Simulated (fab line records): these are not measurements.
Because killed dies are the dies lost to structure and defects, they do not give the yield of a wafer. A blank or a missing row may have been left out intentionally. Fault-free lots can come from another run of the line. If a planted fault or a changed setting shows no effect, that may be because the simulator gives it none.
The same fault as seen by 2 desks + flow rit cmos + every desk sees just its own numbers, and what lay behind them comes last

## FOR THE TOOL OWNER'S DESK: implanter-03
The tool's own readings at RIT_NLDD_IMPLANT_08, given as means over the sampled wafers that have a number, one for each lot that went through this tool. Marked OUT: a lot whose mean sits more than 4 standard deviations from the usual mean, which makes it out of limits; the brackets give that distance.
Columns: A = dose ions cm2 at RIT_NLDD_IMPLANT_08, usual 5e+14; B = end station pressure torr at RIT_NLDD_IMPLANT_08, usual 6.2e-06 Torr; C = faraday current uA at RIT_NLDD_IMPLANT_08, usual 1572
| lot  | first seen here | A                       | B       | C             |
|------|-----------------|-------------------------|---------|---------------|
| L979 | day 2 21:49     | 5e+14                   | 6.3e-06 | 1591          |
| L984 | day 3 20:41     | 5e+14                   | 6.3e-06 | 1589          |
| L990 | day 5 01:55     | 1e+14 (-99 or more) OUT | 5.2e-06 | 319 (-42) OUT |
| L991 | day 5 10:26     | 1e+14 (-99 or more) OUT | 5.1e-06 | 318 (-42) OUT |
| L993 | day 5 20:58     | 1e+14 (-99 or more) OUT | 5.2e-06 | 316 (-42) OUT |
Finding of this desk: L990, L991, L993 out of limits; the first was L990 at day 5 01:55, on dose ions cm2 at RIT_NLDD_IMPLANT_08. L979, L984: within limits.

## METROLOGY DESK
Lot by lot, what the gauges showed, no matter which tool ran the lot: averages of those sampled wafers that carry a number. Marked OUT: a lot whose mean sits more than 4 standard deviations from the usual mean, which makes it out of limits; the brackets give that distance.
Columns: A = NLDD_TW at RIT_NLDD_TW_MEAS_10, usual 2481; B = NLDD_RS at RIT_SDANNEAL_RS_MEAS_07, usual 151.5 ohm/sq
| lot  | first seen here | A              | B                       |
|------|-----------------|----------------|-------------------------|
| L979 | day 2 22:09     | 2482           | 151.0                   |
| L980 | day 3 00:35     | 2485           | 151.5                   |
| L981 | day 3 09:13     | 2475           | 151.9                   |
| L982 | day 3 11:14     | 2466           | 152.4                   |
| L983 | day 3 16:53     | 2473           | 150.7                   |
| L984 | day 3 21:01     | 2470           | 151.7                   |
| L985 | day 4 01:20     | 2474           | 151.0                   |
| L989 | day 5 00:02     | 2493           | 151.6                   |
| L990 | day 5 02:14     | 1547 (-72) OUT | 520.5 (+99 or more) OUT |
| L991 | day 5 10:46     | 1550 (-72) OUT | 518.3 (+99 or more) OUT |
| L992 | day 5 13:28     | 2490           | 151.2                   |
| L993 | day 5 21:14     | 1573 (-70) OUT | 504.3 (+99 or more) OUT |
| L997 | day 6 16:35     | 2481           | 151.7                   |
| L999 | day 7 02:18     | 2469           | 151.8                   |
| L100 | day 7 04:51     | 2469           | 151.2                   |
This desk's result: L990, L991, L993 out of limits, first on L990 (NLDD_TW at RIT_NLDD_TW_MEAS_10), day 5 02:14. L979, L980, L981, L982, L983, L984, L985, L989, L992, L997, L999, L100: within limits.

## TAKEN TOGETHER
The tool owner's desk could have raised an alarm at day 5 01:55, on L990, L991, L993.
L990, L991, L993 would have let the metrology desk raise an alarm at day 5 02:14.
Of the lots named, all ran RIT_NLDD_IMPLANT_08 on implanter-03.

## WHAT THE SIMULATOR HAD PUT IN
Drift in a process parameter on implanter-03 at RIT_NLDD_IMPLANT_08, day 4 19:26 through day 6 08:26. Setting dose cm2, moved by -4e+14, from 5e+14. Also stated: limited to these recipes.
Lots struck among those shown: L990, L991, L993.
Delay (hours) between the fault's onset and each desk's first out-of-limits reading: 6 at the tool owner's desk, 7 at the metrology desk.
